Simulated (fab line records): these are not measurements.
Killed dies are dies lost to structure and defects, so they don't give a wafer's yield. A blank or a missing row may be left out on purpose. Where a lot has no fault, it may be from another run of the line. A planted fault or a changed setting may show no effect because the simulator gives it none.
A single fault, viewed from 2 desks	flow rit cmos	each desk holds nothing but its own numbers, with what lay behind them at the end

## THE METROLOGY DESK
Means of the sampled wafers that have a number, per lot and without regard to the tool the lot ran on: this is what the gauges read. Any lot whose mean is over 4 standard deviations away from the usual mean is out of limits and marked OUT; that distance is given in the brackets.
Columns: A = cd nm at RIT_GATE_CD_MEAS_16, usual 150.0 nm; B = PSD_OVL at RIT_PSD_OVL_MEAS_06, usual -1.0 nm
lot	first seen here	A	B
L327	day 2 18:47	150.6	0.0
L328	day 2 21:01	153.4	1.3
L329	day 3 02:43	149.3	-1.5
L330	day 3 06:26	150.5	-2.5
L331	day 3 12:01	148.6	0.5
L333	day 3 22:49	151.6	-0.2
L334	day 4 03:01	150.1	-0.6
L335	day 4 11:11	152.0	-0.5
L336	day 4 16:45	149.8	-0.8
L338	day 4 23:43	149.7	-2.1
L339	day 5 05:16	150.4	-1.8
L341	day 5 14:16	149.6	-0.1
L343	day 5 22:00	144.9	-1.3
L349	day 7 06:40	146.9	-0.6
This desk's finding: nothing out of limits on any of the 14 lots.

## TOOL OWNER'S DESK, rie diel-03
The tool's own readings at RIT_CONTACT_ETCH_11 (etches SiO2 in CHF3/CF4/Ar, stops on TiSi2, target depth 480 nm, time 320 s): means of the sampled wafers that have a number, for each lot that ran on this tool. Any lot whose mean is over 4 standard deviations away from the usual mean is out of limits and marked OUT; that distance is given in the brackets.
Columns: A = drypump motor current A at RIT_CONTACT_ETCH_11, usual 5.9 A; B = oes product au at RIT_CONTACT_ETCH_11, usual 0.989 a.u.; C = rf fwd power W at RIT_CONTACT_ETCH_11, usual 199.6 W; D = throttle valve pct at RIT_CONTACT_ETCH_11, usual 8.80 %
lot	first seen here	A	B	C	D
L328	day 3 14:03	5.6	0.988	199.0	8.88
L330	day 3 22:50	6.0	0.985	200.0	8.90
L333	day 4 14:48	6.0	0.988	199.1	8.89
L335	day 5 02:13	6.1	0.994	199.9	8.84
L338	day 5 15:44	5.7	0.985	200.0	8.83
L339	day 5 20:47	5.3	0.991	167.9 (-53) OUT	8.75
L341	day 6 06:21	5.7	0.986	167.9 (-53) OUT	8.82
This desk finds L339, L341 out of limits, L339 being first, at day 5 20:47 (rf fwd power W at RIT_CONTACT_ETCH_11). L328, L330, L333, L335, L338 stayed within limits.

## BROUGHT TOGETHER
The tool owner's desk could have raised an alarm at day 5 20:47, on L339, L341.
At the metrology desk, nothing out of limits was observed.
The metrology desk has L339, L341 on record, within its limits.
Every lot named ran RIT_CONTACT_ETCH_11 on rie diel-03.

## WHAT HAD BEEN PUT IN BY THE SIMULATOR
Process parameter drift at RIT_CONTACT_ETCH_11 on rie diel-03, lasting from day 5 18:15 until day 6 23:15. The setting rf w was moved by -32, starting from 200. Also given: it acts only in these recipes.
Lots struck among those shown: L339, L341.
Hours from the fault's start to each desk's first reading out of limits: the tool owner's desk, 3.
